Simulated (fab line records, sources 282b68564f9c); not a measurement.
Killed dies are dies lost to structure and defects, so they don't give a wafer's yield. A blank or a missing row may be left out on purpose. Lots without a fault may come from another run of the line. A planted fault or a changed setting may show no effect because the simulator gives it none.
fab line records | flow rit_cmos
record lots=13 wafers=39 last_day=7
route steps=202 shown ACTIVE@12 GATE@84 SILICIDE@165 CONTACT@180 M1@202
lots that met no fault: from a run of the same line without faults
start_h: hours from the record's first day to the start of the lot's first wafer shown | wait_h: hours since the lot's step before | " the same as in the row above | L1.1+2: a row that stands for several wafers | - no value, or no start given | * or withheld: withheld | < > ~ a bound
route shown NAME@n: a module of which the file shows steps, and the number in the route of the first | usual: mean/standard deviation of fault-free wafers | same: alike in all rows | chamber/n: place in a boat | sites: the reading at each site | _std_site: their standard deviation | _edge_site: outer sites' mean less inner sites' | radius_mm: how far each site lies from the wafer's centre | mask NAME#n: copy n | behind: the tool/chamber that last shaped the wafer | hold: why the lot was held/for how many hours/how that ended | device: the transistor (n, p or np) that didn't switch | end of line: the same wafers' tests at the end of the route | a step without rows: its recipe alone | killed: dies lost to structure and defects at the first sort, not the wafer's yield | map: a wafer's dies, x killed, . not, _ none there
set.NAME: the setting as run; set.NAME@STEP: as run at that earlier step | model.NAME: the simulator's own value behind a step, which no gauge read
steps of the route over a sample of lots; a table a step, a row a wafer
services: from which hour (start_h, from the record's first day; less than 0 if before it) a tool's chamber was out of use, for how many hours, and why
## steps
# step RIT_ACTIVE_CD_MEAS_11
# recipe target_cd_nm=1400
# usual cd_nm=1399.4/2.1
# columns lot.wafer tool chamber start_h wait_h cd_nm
L612.1 cd_sem-01 - 15.97 - 1403.3
L612.3 " - " " 1403.8
L612.6 " - " " 1401.0
L613.1 cd_sem-02 - 19.56 - 1400.7
L613.3 " - " " 1402.1
L613.5 " - " " 1399.8
L614.1 cd_sem-01 - 25.64 - 1400.8
L614.4 " - " " 1402.5
L614.5 " - " " 1401.3
L616.1 cd_sem-02 - 36.80 - 1399.5
L616.2 " - " " 1396.0
L616.6 " - " " 1397.1
L617.1 cd_sem-02 - 41.15 - 1398.7
L617.3 " - " " 1399.2
L617.4 " - " " 1400.4
L618.1 cd_sem-01 - 45.15 - 1403.3
L618.3 " - " " 1403.9
L618.6 " - " " 1403.7
L622.3 cd_sem-02 - 65.58 - 1403.8
L622.4 " - " " 1402.8
L622.6 " - " " 1404.3
L624.2 cd_sem-01 - 76.09 - 1399.5
L624.3 " - " " 1399.1
L624.5 " - " " 1399.6
L627.2 cd_sem-01 - 91.17 - 1402.2
L627.3 " - " " 1401.1
L627.5 " - " " 1400.0
L631.2 cd_sem-02 - 110.81 - 1397.2
L631.3 " - " " 1397.5
L631.5 " - " " 1396.4
L632.2 cd_sem-02 - 114.87 - 1398.9
L632.3 " - " " 1398.8
L632.6 " - " " 1401.1
L633.1 cd_sem-02 - 120.27 - 1398.3
L633.2 " - " " 1399.7
L633.4 " - " " 1400.1
L635.2 cd_sem-01 - 130.47 - 1399.0
L635.4 " - " " 1401.2
L635.5 " - " " 1399.8
# step RIT_GATE_CVD_08
# recipe material=poly-Si target_thk_nm=250 temp_c=610 precursor=SiH4 time_s=2220 pressure_mtorr=300 sih4_flow_sccm=100
# usual spike_tc_centre_C=612.6/1.1 spike_tc_load_C=632.5/2.2 spike_tc_source_C=628.4/2 susceptor_temp_C=610.0/0.32 zone_power_centre_pct=26.7/0.58 zone_power_source_pct=10.3/0.78
# columns lot.wafer tool chamber start_h wait_h spike_tc_centre_C spike_tc_load_C spike_tc_source_C susceptor_temp_C zone_power_centre_pct zone_power_source_pct
L612.1 lpcvd-01 1 38.50 0.1 608.7 630.1 630.8 609.9 25.7 9.2
L612.3 " 1 " " 611.1 631.8 632.0 610.2 25.8 9.3
L612.6 " 1 " " 611.1 629.5 630.6 610.0 26.4 9.1
L613.1 lpcvd-01 0 41.42 0.1 613.9 631.2 628.4 609.9 26.4 10.0
L613.3 " 0 " " 613.4 628.9 627.8 609.8 25.9 10.1
L613.5 " 0 " " 611.8 631.1 627.9 609.8 26.3 9.9
L614.1 lpcvd-02 1 52.84 0.1 611.7 635.7 629.1 610.3 27.4 9.9
L614.4 " 1 " " 612.0 637.0 629.8 610.6 27.1 10.0
L614.5 " 1 " " 613.6 637.1 629.0 610.2 26.8 10.0
L616.1 lpcvd-01 1 63.47 0.1 610.0 630.6 631.7 610.2 25.9 9.2
L616.2 " 1 " " 609.2 631.7 631.4 610.1 26.1 9.0
L616.6 " 1 " " 611.2 630.1 630.4 610.1 25.7 9.1
L617.1 lpcvd-01 0 67.66 0.1 613.2 632.1 628.9 610.1 26.4 10.1
L617.3 " 0 " " 613.6 630.7 628.3 609.4 26.2 10.0
L617.4 " 0 " " 614.3 632.0 631.1 609.9 26.0 10.2
L618.1 lpcvd-02 0 75.63 0.1 612.3 633.0 628.3 610.0 26.7 11.5
L618.3 " 0 " " 612.3 633.8 627.9 610.1 26.7 11.5
L618.6 " 0 " " 612.8 633.0 629.6 610.3 27.7 11.2
L622.3 lpcvd-02 1 90.84 0.0 613.3 634.3 626.5 610.0 26.8 10.0
L622.4 " 1 " " 612.5 635.9 629.9 610.3 26.5 10.0
L622.6 " 1 " " 612.3 636.7 627.9 609.7 27.4 9.9
L624.2 lpcvd-02 0 98.75 1.2 614.0 631.1 623.9 610.2 27.3 11.2
L624.3 " 0 " " 610.5 633.8 626.1 610.0 27.4 11.2
L624.5 " 0 " " 612.1 631.7 624.9 610.1 26.6 11.2
L627.2 lpcvd-01 1 113.60 0.3 521.9 538.2 541.9 520.0 21.7 6.8
L627.3 " 1 " " 522.5 538.2 538.1 520.1 21.8 6.9
L627.5 " 1 " " 520.5 537.4 540.5 519.9 21.7 6.8
L631.2 lpcvd-02 0 131.34 0.0 613.6 632.8 626.1 610.1 27.7 11.3
L631.3 " 0 " " 612.6 633.2 626.1 610.3 27.2 11.4
L631.5 " 0 " " 612.0 633.6 626.6 609.8 27.0 11.6
L632.2 lpcvd-02 1 137.66 0.0 614.0 634.9 629.8 609.8 27.4 10.0
L632.3 " 1 " " 614.3 637.4 628.6 610.4 27.0 10.0
L632.6 " 1 " " 611.4 637.8 628.6 610.1 27.0 10.0
L633.1 lpcvd-02 0 143.16 0.6 611.6 633.1 625.7 609.4 26.8 11.4
L633.2 " 0 " " 611.8 633.0 626.1 609.5 27.5 11.2
L633.4 " 0 " " 613.1 633.2 625.6 609.4 27.3 11.3
L635.2 lpcvd-02 0 149.84 0.0 612.3 632.1 625.8 610.7 27.3 11.4
L635.4 " 0 " " 613.0 631.4 626.5 610.5 27.6 11.2
L635.5 " 0 " " 611.1 633.8 625.3 610.7 27.5 11.4
# step RIT_GATE_THK_MEAS_09
# recipe reads=poly-Si_of_GATE_CVD_08
# usual GATE_POLY_THK=252.6/2.5
# columns lot.wafer tool chamber start_h wait_h GATE_POLY_THK[nm]
L612.1 film_metro-01 - 40.12 0.0 248.2
L612.3 " - " " 248.1
L612.6 " - " " 249.8
L613.1 film_metro-04 - 43.04 0.0 250.3
L613.3 " - " " 249.5
L613.5 " - " " 248.5
L614.1 film_metro-01 - 54.45 0.0 256.5
L614.4 " - " " 252.1
L614.5 " - " " 253.7
L616.1 film_metro-01 - 65.08 0.0 251.1
L616.2 " - " " 252.4
L616.6 " - " " 249.9
L617.1 film_metro-04 - 69.28 0.0 250.9
L617.3 " - " " 252.8
L617.4 " - " " 249.4
L618.1 film_metro-04 - 77.24 0.0 256.2
L618.3 " - " " 254.6
L618.6 " - " " 255.3
L622.3 film_metro-02 - 92.48 0.0 254.4
L622.4 " - " " 254.9
L622.6 " - " " 255.0
L624.2 film_metro-01 - 100.37 0.0 251.6
L624.3 " - " " 252.5
L624.5 " - " " 251.1
L627.2 film_metro-02 - 115.23 0.0 25.3
L627.3 " - " " 23.1
L627.5 " - " " 21.6
L631.2 film_metro-04 - 132.96 0.0 253.9
L631.3 " - " " 256.4
L631.5 " - " " 255.6
L632.2 film_metro-04 - 139.29 0.0 253.8
L632.3 " - " " 253.7
L632.6 " - " " 253.3
L633.1 film_metro-04 - 144.78 0.0 256.1
L633.2 " - " " 254.7
L633.4 " - " " 257.0
L635.2 film_metro-01 - 151.46 0.0 250.4
L635.4 " - " " 247.0
L635.5 " - " " 249.0
# step RIT_GATE_ETCH_19
# recipe chemistry=SF6/CHF3/O2 time_s=165 SF6_flow_sccm=30 CHF3_flow_sccm=30 O2_flow_sccm=5 target=poly-Si pressure_mtorr=40 rf_w=160 target_depth_a=3125 over_etch_frac=0.25 stop_on=SiO2
# usual drypump_motor_current_A=5.8/0.43 oes_product_au=0.849/0.013 throttle_valve_pct=10.31/0.096
# same over_etch_frac=0.25
# columns lot.wafer tool chamber start_h wait_h drypump_motor_current_A oes_product_au rf_hours_counter_h throttle_valve_pct
L612.1 rie_si-02 2 41.34 0.1 5.2 0.821 19 10.39
L612.3 " 3 " " 5.8 0.845 121 10.51
L612.6 " 1 " " 5.2 0.838 - 10.25
L613.1 rie_si-01 1 44.32 0.1 5.9 0.849 26 10.32
L613.3 " 3 " " 5.5 0.824 3 10.21
L613.5 " 2 " " 6.0 0.842 - 10.25
L614.1 rie_si-02 0 55.67 0.1 6.6 0.861 1 10.36
L614.4 " 2 " " 5.2 0.842 20 10.39
L614.5 " 0 " " 6.6 0.856 - 10.34
L616.1 rie_si-02 0 66.30 0.1 6.6 0.857 1 10.34
L616.2 " 3 " " 5.8 0.853 121 10.50
L616.6 " 0 " " 6.6 0.846 - 10.36
L617.1 rie_si-01 2 70.62 0.1 6.0 0.845 137 10.23
L617.3 " 3 " " 5.5 0.826 4 10.23
L617.4 " 1 " " 5.9 0.853 26 10.32
L618.1 rie_si-02 0 78.46 0.1 6.6 0.870 1 10.35
L618.3 " 3 " " 5.8 0.854 121 10.51
L618.6 " 2 " " 5.2 0.854 - 10.41
L622.3 rie_si-02 0 93.80 0.1 6.6 0.854 1 10.33
L622.4 " 3 " " 5.8 0.862 121 10.52
L622.6 " 2 " " 5.2 0.844 - 10.40
L624.2 rie_si-02 1 102.06 0.1 5.2 0.845 33 10.25
L624.3 " 2 " " 5.2 0.830 20 10.39
L624.5 " 3 " " 5.8 0.851 - 10.50
L627.2 rie_si-01 3 116.44 0.1 5.5 0.303 4 10.22
L627.3 " 1 " " 5.8 0.308 27 10.32
L627.5 " 3 " " 5.5 0.291 - 10.21
L631.2 rie_si-01 3 134.29 0.1 5.5 0.840 4 10.23
L631.3 " 1 " " 5.9 0.870 27 10.31
L631.5 " 1 " " 5.9 0.873 - 10.33
L632.2 rie_si-02 1 140.62 0.1 5.2 0.859 34 10.25
L632.3 " 3 " " 5.8 0.852 122 10.53
L632.6 " 0 " " 6.6 0.854 - 10.35
L633.1 rie_si-01 3 146.22 0.1 5.5 0.829 4 10.22
L633.2 " 1 " " 5.9 0.868 27 10.32
L633.4 " 0 " " 5.8 0.856 40 10.22
L635.2 rie_si-01 3 153.04 0.1 5.5 0.824 4 10.23
L635.4 " 2 " " 6.0 0.843 138 10.22
L635.5 " 3 " " 5.5 0.827 - 10.22
# step RIT_SILICIDE_RTA_04
# recipe temp_c=650 time_s=10 idle_temp_c=25 ramp_up_s=5 ramp_down_s=5 cool_to_c=25 ambient=N2
# usual wafer_temp_C_max=653.2/1
# columns lot.wafer tool chamber start_h wait_h wafer_temp_C_max
L612.1 rtp_anneal-02 0 55.30 0.1 652.8
L612.3 " 0 " " 652.5
L612.6 " 0 " " 652.5
L613.1 rtp_anneal-01 0 60.86 0.1 654.0
L613.3 " 0 " " 653.6
L613.5 " 0 " " 652.3
L614.1 rtp_anneal-02 0 70.98 0.1 651.9
L614.4 " 0 " " 652.6
L614.5 " 0 " " 652.9
L616.1 rtp_anneal-02 0 80.08 0.1 651.5
L616.2 " 0 " " 652.7
L616.6 " 0 " " 652.4
L617.1 rtp_anneal-01 0 85.14 0.1 653.3
L617.3 " 0 " " 653.9
L617.4 " 0 " " 654.2
L618.1 rtp_anneal-02 0 91.82 0.1 652.3
L618.3 " 0 " " 651.7
L618.6 " 0 " " 653.0
L622.3 rtp_anneal-02 0 107.69 0.1 652.8
L622.4 " 0 " " 652.0
L622.6 " 0 " " 652.5
L624.2 rtp_anneal-02 0 116.12 0.1 652.8
L624.3 " 0 " " 652.3
L624.5 " 0 " " 652.7
L631.2 rtp_anneal-01 0 148.03 0.1 653.3
L631.3 " 0 " " 653.6
L631.5 " 0 " " 654.7
L632.2 rtp_anneal-02 0 155.14 0.1 652.0
L632.3 " 0 " " 653.0
L632.6 " 0 " " 652.8
L633.1 rtp_anneal-01 0 159.88 0.1 656.0
L633.2 " 0 " " 654.7
L633.4 " 0 " " 655.1
L635.2 rtp_anneal-01 0 167.29 0.1 653.7
L635.4 " 0 " " 654.7
L635.5 " 0 " " 653.3
# step RIT_CONTACT_STRIP_12
# recipe chemistry=O2 time_s=180 resist=NOVOLAK platen_temp_c=withheld power_w=500 pressure_mtorr=4000 o2_flow_sccm=4000
# usual drypump_motor_current_A=5.75/0.071
# columns lot.wafer tool chamber start_h wait_h drypump_motor_current_A rf_hours_counter_h
L612.1 plasma_asher-02 0 57.16 0.1 5.69 41
L612.3 " 1 " " 5.88 -
L612.6 " 1 " " 5.85 -
L613.1 plasma_asher-02 0 62.80 0.1 5.68 42
L613.3 " 1 " " 5.87 -
L613.5 " 1 " " 5.88 -
L614.1 plasma_asher-02 0 72.80 0.1 5.70 43
L614.4 " 0 " " 5.69 -
L614.5 " 1 " " 5.85 -
L616.1 plasma_asher-03 1 82.04 0.1 5.64 44
L616.2 " 0 " " 5.75 44
L616.6 " 1 " " 5.65 -
L617.1 plasma_asher-03 1 87.02 0.1 5.64 44
L617.3 " 0 " " 5.76 -
L617.4 " 1 " " 5.64 -
L618.1 plasma_asher-02 0 93.57 0.1 5.72 45
L618.3 " 0 " " 5.70 -
L618.6 " 0 " " 5.70 -
L622.3 plasma_asher-01 1 109.76 0.2 5.77 -
L622.4 " 0 " " 5.81 -
L622.6 " 1 " " 5.75 -
L624.2 plasma_asher-01 1 117.99 0.1 5.78 48
L624.3 " 0 " " 5.81 -
L624.5 " 1 " " 5.78 -
L631.2 plasma_asher-02 1 149.81 0.1 5.85 3
L631.3 " 0 " " 5.65 -
L631.5 " 1 " " 5.87 -
L632.2 plasma_asher-03 1 157.01 0.1 5.64 53
L632.3 " 0 " " 5.76 -
L632.6 " 1 " " 5.65 -
L633.1 plasma_asher-03 1 161.76 0.1 5.65 53
L633.2 " 0 " " 5.77 53
L633.4 " 0 " " 5.77 -
L635.2 plasma_asher-03 0 169.16 0.1 5.76 54
L635.4 " 0 " " 5.76 -
L635.5 " 0 " " 5.78 -
# step RIT_M1_PROBE_99
# usual killed_at_front_end=7/3.1 killed_dies=7/3.1 killed_on_rim=1.9/1.4 killed_open=3.6/2.1 killed_short=3.2/1.9
# same gross_dies=264 killed_at_M0_to_M3=0 killed_at_M4_up=0 killed_at_back_side=0 killed_at_contacts=0 killed_at_other=0
# columns lot.wafer tool chamber start_h wait_h killed_at_front_end killed_dies killed_on_rim killed_open killed_short
L612.1 prober-01 - 62.18 0.1 6 6 3 4 2
L612.3 prober-01 - 62.28 0.2 6 6 0 1 5
L612.6 prober-01 - 62.43 0.2 9 9 2 4 5
L613.1 prober-02 - 68.15 0.1 14 14 6 6 8
L613.3 prober-02 - 68.25 0.2 11 11 1 5 6
L613.5 prober-02 - 68.35 0.2 13 13 4 6 7
L614.1 prober-01 - 77.75 0.1 1 1 0 1 0
L614.4 prober-01 - 77.90 0.2 6 6 2 2 4
L614.5 prober-01 - 77.95 0.2 8 8 0 4 4
L616.1 prober-01 - 86.88 0.1 8 8 1 5 3
L616.2 prober-01 - 86.93 0.1 6 6 3 5 1
L616.6 prober-01 - 87.13 0.2 5 5 2 2 3
L617.1 prober-02 - 91.74 0.1 6 6 1 3 3
L617.3 prober-02 - 91.84 0.2 5 5 1 3 2
L617.4 prober-02 - 91.89 0.2 9 9 4 6 3
L618.1 prober-01 - 98.42 0.1 6 6 2 3 3
L618.3 prober-01 - 98.52 0.2 8 8 2 2 6
L618.6 prober-01 - 98.67 0.2 8 8 3 6 2
L622.3 prober-01 - 114.46 0.2 8 8 3 6 2
L622.4 prober-01 - 114.51 0.2 5 5 3 3 2
L622.6 prober-01 - 114.61 0.2 3 3 1 2 1
L624.2 prober-01 - 122.85 0.1 9 9 1 2 7
L624.3 prober-01 - 122.90 0.2 13 13 5 9 3
L624.5 prober-01 - 123.00 0.2 5 5 0 2 2
L627.2 prober-02 - 137.52 0.1 264 264 70 1 0
L627.3 prober-02 - 137.57 0.2 264 264 70 0 1
L627.5 prober-02 - 137.67 0.2 264 264 70 5 4
L631.2 prober-02 - 154.80 0.1 3 3 1 2 1
L631.3 prober-02 - 154.85 0.2 4 4 2 2 2
L631.5 prober-02 - 154.95 0.2 8 8 3 5 3
L632.2 prober-01 - 161.76 0.1 10 10 4 5 5
L632.3 prober-01 - 161.81 0.2 7 7 3 2 5
L632.6 prober-01 - 161.96 0.2 6 6 2 4 2
L633.1 prober-02 - 166.54 0.1 5 5 3 4 1
L633.2 prober-02 - 166.59 0.1 2 2 2 0 2
L633.4 prober-02 - 166.69 0.2 6 6 0 3 3
L635.2 prober-02 - 173.87 0.1 10 10 3 6 4
L635.4 prober-02 - 173.97 0.2 11 11 3 4 7
L635.5 prober-02 - 174.02 0.2 12 12 4 9 3
# killed by level:class
L612.1 SPACER:geometric_particle:open=3 GATE:geometric_particle:short=1 GATE:geometric_particle:open=1 REOX:geometric_particle:short=1
L612.3 GATE:geometric_particle:short=2 ACTIVE:geometric_particle:short=1 FOX2:geometric_particle:open=1 FOX2:geometric_particle:short=1 SPACER:geometric_particle:short=1
L612.6 SPACER:geometric_particle:open=2 FOX1:geometric_particle:short=1 FOX2:geometric_particle:open=1 GATE:geometric_particle:open=1 GATE:geometric_particle:short=1 REOX:geometric_particle:short=1 SPACER:geometric_particle:short=1 SILICIDE:geometric_particle:short=1
L613.1 SPACER:geometric_particle:short=3 SILICIDE:geometric_particle:short=3 GATE:geometric_particle:short=2 REOX:geometric_particle:open=2 FOX1:geometric_particle:open=1 GATE:geometric_particle:open=1 SPACER:geometric_particle:open=1 SILICIDE:geometric_particle:open=1
L613.3 GATE:geometric_particle:short=3 GATE:geometric_particle:open=2 SILICIDE:geometric_particle:short=2 ACTIVE:geometric_particle:open=1 REOX:geometric_particle:open=1 SPACER:geometric_particle:short=1 SILICIDE:geometric_particle:open=1
L613.5 GATE:geometric_particle:short=4 GATE:geometric_particle:open=2 SILICIDE:geometric_particle:open=2 SILICIDE:geometric_particle:short=2 REOX:geometric_particle:open=1 SPACER:geometric_particle:open=1 SPACER:geometric_particle:short=1
L614.1 REOX:geometric_particle:open=1
L614.4 FOX1:geometric_particle:short=1 GATE:geometric_particle:short=1 GATE:geometric_particle:open=1 SPACER:geometric_particle:open=1 SPACER:geometric_particle:short=1 SILICIDE:geometric_particle:short=1
L614.5 REOX:geometric_particle:short=2 FOX2:geometric_particle:open=1 GATE:geometric_particle:open=1 REOX:geometric_particle:open=1 SPACER:geometric_particle:open=1 SPACER:geometric_particle:short=1 SILICIDE:geometric_particle:short=1
L616.1 FOX1:geometric_particle:open=2 GATE:geometric_particle:open=2 SPACER:geometric_particle:short=2 REOX:geometric_particle:short=1 SPACER:geometric_particle:open=1
L616.2 GATE:geometric_particle:open=2 REOX:geometric_particle:open=2 FOX1:geometric_particle:open=1 SPACER:geometric_particle:short=1
L616.6 SILICIDE:geometric_particle:short=2 FOX1:geometric_particle:short=1 GATE:geometric_particle:open=1 SILICIDE:geometric_particle:open=1
L617.1 GATE:geometric_particle:open=2 FOX1:geometric_particle:short=1 FOX2:geometric_particle:short=1 SPACER:geometric_particle:short=1 SILICIDE:geometric_particle:open=1
L617.3 FOX2:geometric_particle:open=2 GATE:geometric_particle:open=1 GATE:geometric_particle:short=1 REOX:geometric_particle:short=1
L617.4 GATE:geometric_particle:open=2 GATE:geometric_particle:short=2 FOX1:geometric_particle:open=1 FOX2:geometric_particle:open=1 REOX:geometric_particle:open=1 SPACER:geometric_particle:open=1 SILICIDE:geometric_particle:short=1
L618.1 SILICIDE:geometric_particle:short=2 REOX:geometric_particle:short=1 REOX:geometric_particle:open=1 SPACER:geometric_particle:open=1 SILICIDE:geometric_particle:open=1
L618.3 GATE:geometric_particle:short=3 GATE:geometric_particle:open=2 SPACER:geometric_particle:short=2 REOX:geometric_particle:short=1
L618.6 FOX2:geometric_particle:open=2 GATE:geometric_particle:open=2 REOX:geometric_particle:open=2 GATE:geometric_particle:short=1 REOX:geometric_particle:short=1
L622.3 GATE:geometric_particle:open=4 GATE:geometric_particle:short=2 REOX:geometric_particle:open=1 SILICIDE:geometric_particle:open=1
L622.4 GATE:geometric_particle:open=2 GATE:geometric_particle:short=1 REOX:geometric_particle:short=1 REOX:geometric_particle:open=1
L622.6 GATE:geometric_particle:open=2 FOX1:geometric_particle:short=1
L624.2 REOX:geometric_particle:short=2 SPACER:geometric_particle:short=2 FOX2:geometric_particle:short=1 GATE:geometric_particle:short=1 SPACER:geometric_particle:open=1 SILICIDE:geometric_particle:short=1 SILICIDE:geometric_particle:open=1
L624.3 SILICIDE:geometric_particle:open=4 REOX:geometric_particle:open=3 SPACER:geometric_particle:open=2 FOX1:geometric_particle:short=1 SPACER:geometric_particle:short=1 SILICIDE:geometric_particle:short=1 NWELL:coat_microbubble_printed=1
L624.5 SILICIDE:geometric_particle:short=2 GATE:geometric_particle:open=1 REOX:geometric_particle:open=1 NWELL:coat_microbubble_printed=1
L627.2 GATE:area_cvd=263 FOX1:geometric_particle:open=1
L627.3 GATE:area_cvd=263 FOX1:geometric_particle:short=1
L627.5 GATE:area_cvd=255 GATE:geometric_particle:open=4 GATE:geometric_particle:short=4 SPACER:geometric_particle:open=1
L631.2 REOX:geometric_particle:open=2 GATE:geometric_particle:short=1
L631.3 FOX2:geometric_particle:short=1 GATE:geometric_particle:short=1 SPACER:geometric_particle:open=1 SILICIDE:geometric_particle:open=1
L631.5 REOX:geometric_particle:open=2 SPACER:geometric_particle:open=2 FOX1:geometric_particle:short=1 FOX2:geometric_particle:open=1 FOX2:geometric_particle:short=1 GATE:geometric_particle:short=1
L632.2 SILICIDE:geometric_particle:short=3 SPACER:geometric_particle:open=2 FOX1:geometric_particle:open=1 GATE:geometric_particle:open=1 GATE:geometric_particle:short=1 SPACER:geometric_particle:short=1 SILICIDE:geometric_particle:open=1
L632.3 GATE:geometric_particle:short=2 SILICIDE:geometric_particle:short=2 GATE:geometric_particle:open=1 SPACER:geometric_particle:short=1 SILICIDE:geometric_particle:open=1
L632.6 REOX:geometric_particle:open=2 FOX2:geometric_particle:open=1 GATE:geometric_particle:open=1 REOX:geometric_particle:short=1 SPACER:geometric_particle:short=1
L633.1 FOX1:geometric_particle:open=2 GATE:geometric_particle:open=1 GATE:geometric_particle:short=1 SILICIDE:geometric_particle:open=1
L633.2 GATE:geometric_particle:short=2
L633.4 GATE:geometric_particle:open=2 FOX1:geometric_particle:open=1 GATE:geometric_particle:short=1 REOX:geometric_particle:short=1 SPACER:geometric_particle:short=1
L635.2 FOX2:geometric_particle:open=3 FOX2:geometric_particle:short=3 GATE:geometric_particle:open=3 STARTING-WAFER:geometric_particle:short=1
L635.4 GATE:geometric_particle:short=5 GATE:geometric_particle:open=2 SPACER:geometric_particle:open=2 FOX2:geometric_particle:short=1 SPACER:geometric_particle:short=1
L635.5 GATE:geometric_particle:open=5 FOX1:geometric_particle:open=1 FOX2:geometric_particle:open=1 GATE:geometric_particle:short=1 REOX:geometric_particle:short=1 SPACER:geometric_particle:short=1 SPACER:geometric_particle:open=1 SILICIDE:geometric_particle:open=1
## services
# columns tool chamber start_h hours kind
rie_si-02 - 56.97 2.8 pm
plasma_asher-02 - 108.75 9.0 pm
plasma_asher-02 0 108.75 9.0 vent_cycle
plasma_asher-02 1 108.75 9.0 vent_cycle
plasma_asher-02 0 117.75 - clean
plasma_asher-02 1 117.75 - clean
## key
first_sign step=RIT_GATE_CVD_08 reading=susceptor_temp_C direction=down sigmas=99+ usual=* struck=*
effect step=RIT_GATE_CVD_08 reading=spike_tc_centre_C direction=down sigmas=81 usual=612.6 struck=521.7
effect step=RIT_GATE_THK_MEAS_09 reading=GATE_POLY_THK direction=down sigmas=93 usual=252.6 struck=23.3
effect step=RIT_GATE_ETCH_19 reading=oes_product_au direction=down sigmas=44 usual=0.849 struck=0.301
effect step=RIT_M1_PROBE_99 reading=killed_dies direction=up sigmas=84 usual=7 struck=264
more_kills_born_at RIT_GATE_CVD_08@lpcvd-01=781
met_at RIT_GATE_CVD_08
struck_lots L627
struck_wafers L627.2,L627.3,L627.5
later_rows_left_out L627.2,L627.3,L627.5
tester_left_out L627
not_acting_at RIT_ACTIVE_CD_MEAS_11,RIT_SILICIDE_RTA_04,RIT_CONTACT_STRIP_12
onset_between 63.47 113.60
fault kind=process_parameter_drift tool=lpcvd-01 chamber=1 onset_h=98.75 steps=RIT_GATE_CVD_08 channel=temp_c offset=* shape=step end_h=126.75 acts_in=* stated=*
# tester_left_out: of these lots the tester's yield and bins aren't shown, on N5 and GAA mostly nor the transistor test; their killed dies are dies lost to structure and defects alone, not to doping, threshold or leakage, so they don't give the yield
# later_rows_left_out: the simulator's readings of these wafers behind a module that went badly wrong aren't trusted and aren't shown, but for the sort
